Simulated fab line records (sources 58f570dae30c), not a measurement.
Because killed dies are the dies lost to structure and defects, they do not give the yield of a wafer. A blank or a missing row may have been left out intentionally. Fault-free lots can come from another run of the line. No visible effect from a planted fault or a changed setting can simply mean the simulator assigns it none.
The tool behind it: which one?	flow berkeley cmos170	15 lots, 45 wafers sampled, at 6 steps of a route of 331

== WHAT EACH GAUGE READ, for each wafer ==
UCB170_PLDD_OVL_MEAS_07. Usual: for PLDD_OVL the level is -2 nm and the standard deviation is 5.4.
lot	measured	on	PLDD_OVL (nm)	flag
L549	day 6 14:38	overlay-01	-1 4 6	
L550	day 6 14:19	overlay-01	1 -2 6	
L552	day 6 21:29	overlay-01	-4 -3 -6	
L551	day 6 21:50	overlay-02	-4 -6 -1	
L553	day 7 10:45	overlay-02	-2 -7 -5	
L554	day 7 11:01	overlay-02	-4 0 1	
L556	day 8 00:05	overlay-01	6 7 5	
L558	day 8 12:35	overlay-01	-7 -5 -13	
L559	day 8 12:53	overlay-02	3 3 -1	
L561	day 8 13:10	overlay-02	-1 2 4	
L560	day 8 12:57	overlay-01	-5 -6 -1	
L562	day 9 00:22	overlay-02	0 6 -4	
L563	day 9 16:17	overlay-01	4 2 0	
L567	day 9 20:19	overlay-01	-1 0 -9	
L571	day 10 20:50	overlay-01	-2 -10 -1	

UCB170_NLDD_TW_MEAS_11. Usual: for NLDD_TW the level is 2200 and the standard deviation is 18.
lot	measured	on	NLDD_TW	flag
L549	day 6 16:56	film metro-02	2226 2207 2223	
L550	day 6 16:40	film metro-02	2214 2227 2226	
L552	day 6 23:51	film metro-02	2222 2215 2213	
L551	day 7 00:43	film metro-01	2213 2220 2211	
L553	day 7 13:22	film metro-03	2183 2183 2187	
L554	day 7 13:50	film metro-03	2182 2177 2192	
L556	day 8 02:31	film metro-01	2205 2210 2219	
L558	day 8 14:47	film metro-01	2213 2211 2205	
L559	day 8 15:57	film metro-01	2201 2217 2205	
L561	day 8 16:14	film metro-03	2170 2173 2173	
L560	day 8 16:41	film metro-03	2193 2174 2188	
L562	day 9 03:28	film metro-03	2185 2188 2191	
L563	day 9 19:03	film metro-02	2139 2141 2126	OFF
L567	day 9 22:53	film metro-01	2124 2120 2121	OFF
L571	day 10 23:37	film metro-03	2091 2091 2088	OFF

UCB170_PSD_TW_MEAS_10. Usual: for PSD_TW the level is 2299 and the standard deviation is 20.
lot	measured	on	PSD_TW	flag
L549	day 6 23:13	film metro-03	2290 2285 2289	
L550	day 6 22:58	film metro-02	2327 2325 2338	
L552	day 7 06:07	film metro-03	2289 2296 2293	
L551	day 7 06:26	film metro-02	2315 2327 2318	
L553	day 7 20:04	film metro-03	2279 2280 2281	
L554	day 7 20:21	film metro-02	2337 2329 2321	
L556	day 8 08:06	film metro-01	2312 2310 2306	
L558	day 8 23:04	film metro-03	2278 2281 2269	
L559	day 8 23:27	film metro-03	2281 2268 2289	
L561	day 8 23:19	film metro-01	2300 2308 2319	
L560	day 8 23:40	film metro-02	2308 2303 2324	
L562	day 9 11:05	film metro-01	2321 2307 2321	
L563	day 10 00:09	film metro-01	2294 2306 2313	
L567	day 10 05:31	film metro-03	2274 2288 2273	
L571	day 11 07:59	film metro-03	2280 2285 2287	

UCB170_SDANNEAL_RS_MEAS_05: a four-point-probe measurement. Usual: for NLDD_RS the level is 616.0 ohm/sq and the standard deviation is 1.6.
lot	measured	on	NLDD_RS (ohm/sq)	flag
L549	day 7 02:51	film metro-01	615.9 617.1 614.9	
L550	day 7 02:29	film metro-02	615.7 612.8 613.0	
L552	day 7 12:02	film metro-02	614.3 613.9 614.7	
L551	day 7 12:28	film metro-01	617.6 615.7 616.1	
L553	day 8 02:11	film metro-03	617.1 618.8 617.5	
L554	day 8 02:26	film metro-02	614.0 613.5 615.0	
L556	day 8 12:15	film metro-03	615.1 616.4 616.3	
L558	day 9 04:16	film metro-03	618.4 617.0 616.6	
L559	day 9 04:47	film metro-03	615.5 618.1 616.6	
L561	day 9 05:08	film metro-01	616.3 615.9 617.0	
L560	day 9 04:35	film metro-02	615.4 614.1 615.3	
L562	day 9 14:49	film metro-02	616.0 616.9 614.3	
L563	day 10 04:44	film metro-03	681.6 681.3 681.3	OFF
L567	day 10 08:35	film metro-01	680.3 680.4 684.3	OFF
L571	day 11 16:15	film metro-03	682.5 683.9 683.9	OFF

== WHAT TOOL EACH LOT RAN ON (gives the tool, then ch and the chambers of the sampled wafers, and finally the start) ==
lot	UCB170_NVT_STRIP_08	UCB170_NLDD_IMPLANT_09
L549	plasma asher-02 ch 0,1, day 5 21:14	implanter-03 ch 0, day 6 16:41
L550	plasma asher-04 ch 0,1, day 5 21:16	implanter-01 ch 0, day 6 16:26
L552	plasma asher-02 ch 0,1, day 6 08:12	implanter-03 ch 0, day 6 23:36
L551	plasma asher-04 ch 0,1, day 6 08:35	implanter-03 ch 0, day 7 00:29
L553	plasma asher-01 ch 0,1, day 6 16:41	implanter-01 ch 0, day 7 13:07
L554	plasma asher-02 ch 0, day 6 16:55	implanter-03 ch 0, day 7 13:32
L556	plasma asher-01 ch 0,1, day 7 06:52	implanter-01 ch 0, day 8 02:16
L558	plasma asher-01 ch 0,1, day 7 15:22	implanter-03 ch 0, day 8 14:32
L559	plasma asher-02 ch 0,1, day 7 19:04	implanter-04 ch 0, day 8 15:44
L561	plasma asher-01 ch 0,1, day 7 19:34	implanter-04 ch 0, day 8 16:00
L560	plasma asher-04 ch 0,1, day 7 19:35	implanter-04 ch 0, day 8 16:26
L562	plasma asher-04 ch 0,1, day 8 09:10	implanter-01 ch 0, day 9 03:13
L563	plasma asher-02 ch 0,1, day 8 21:52	implanter-01 ch 0, day 9 18:48
L567	plasma asher-02 ch 0,1, day 9 05:44	implanter-01 ch 0, day 9 22:38
L571	plasma asher-04 ch 0,1, day 10 07:26	implanter-01 ch 0, day 10 23:16
- UCB170_NVT_STRIP_08: strips in O2.
- UCB170_NLDD_IMPLANT_09

== AS READ BY THE TOOLS THEMSELVES (means over the sampled wafers that have a number; for cases with no such wafer, the mark the record gives instead) ==
UCB170_NVT_STRIP_08. Usual: drypump motor current A 5.5 A, standard deviation 0.48; oes product au 0.735 a.u., standard deviation 0.0037; strip time to endpoint s 21.62 s, standard deviation 0.058.
lot	tool	drypump motor current A (A)	oes product au (a.u.)	strip time to endpoint s (s)	flag
L549	plasma asher-02	5.2	0.736	21.67	
L550	plasma asher-04	6.2	0.734	21.62	
L552	plasma asher-02	5.3	0.735	21.59	
L551	plasma asher-04	6.2	0.738	21.61	
L553	plasma asher-01	5.2	0.732	21.63	
L554	plasma asher-02	5.2	0.731	21.66	
L556	plasma asher-01	5.5	0.737	21.62	
L558	plasma asher-01	5.5	0.738	21.63	
L559	plasma asher-02	5.3	0.733	21.61	
L561	plasma asher-01	5.2	0.735	21.55	
L560	plasma asher-04	6.1	0.738	21.68	
L562	plasma asher-04	6.2	0.735	21.52	
L563	plasma asher-02	5.3	0.736	21.61	
L567	plasma asher-02	5.2	0.738	21.68	
L571	plasma asher-04	6.2	0.734	21.61	

UCB170_NLDD_IMPLANT_09. Usual: dose ions cm2 5e+13, standard deviation 5.7e+10; faraday current uA 158.6, standard deviation 2.9.
lot	tool	dose ions cm2	faraday current uA	flag
L549	implanter-03	5e+13	160.7	
L550	implanter-01	5e+13	159.9	
L552	implanter-03	5e+13	158.7	
L551	implanter-03	5e+13	158.2	
L553	implanter-01	5e+13	160.3	
L554	implanter-03	5e+13	159.9	
L556	implanter-01	5e+13	156.5	
L558	implanter-03	5e+13	156.8	
L559	implanter-04	5e+13	157.4	
L561	implanter-04	5e+13	160.2	
L560	implanter-04	5e+13	161.8	
L562	implanter-01	5e+13	158.5	
L563	implanter-01	4e+13	115.2	OFF
L567	implanter-01	4e+13	114.6	OFF
L571	implanter-01	4e+13	115.0	OFF

== THE ANSWER, worked out from the rows above alone ==
Rule: lot off if the mean of its wafers having a number is beyond 3 standard deviations from the usual mean. A lot without any number at a reading at which 4 lots or more have one is off too. All remaining lots with rows at the step are treated as sound. First the gauges in route order, then the tools' own readings, where a lot's mean is used as printed above. The first step at which some lot is off is used, and at that step the reading that is off furthest; a lot without a number counts as furthest.
Off: at UCB170_NLDD_TW_MEAS_11 (NLDD_TW), L563, L567, L571.
A tool fits if, at a process step before that reading, it ran every lot that is off, and no sound lot after the first of them. The gauges at UCB170_NLDD_TW_MEAS_11 aren't tried: what is off there is off at UCB170_NLDD_IMPLANT_09 too, on other tools, and a gauge's error can't cause that. One fits: UCB170_NLDD_IMPLANT_09 on implanter-01. A fault onset in the window from L562 (day 9 03:13, its last sound lot) to L563 (day 9 18:48, its first lot off) fits.
The tool's own readings at UCB170_NLDD_IMPLANT_09 bear it out: on the lots that are off they differ by more than 5 times the standard deviation of the sound lots' means. dose ions cm2 reads 4e+13 there against 5e+13 on the sound lots; faraday current uA reads 114.9 there against 159.1 on the sound lots.

== WHAT THE SIMULATOR PUT IN ==
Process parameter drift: implanter-01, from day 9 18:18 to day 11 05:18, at UCB170_NLDD_IMPLANT_09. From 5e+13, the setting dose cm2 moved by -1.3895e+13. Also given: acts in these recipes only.
Lots struck among those shown: L563, L567, L571. The rule above found the same.
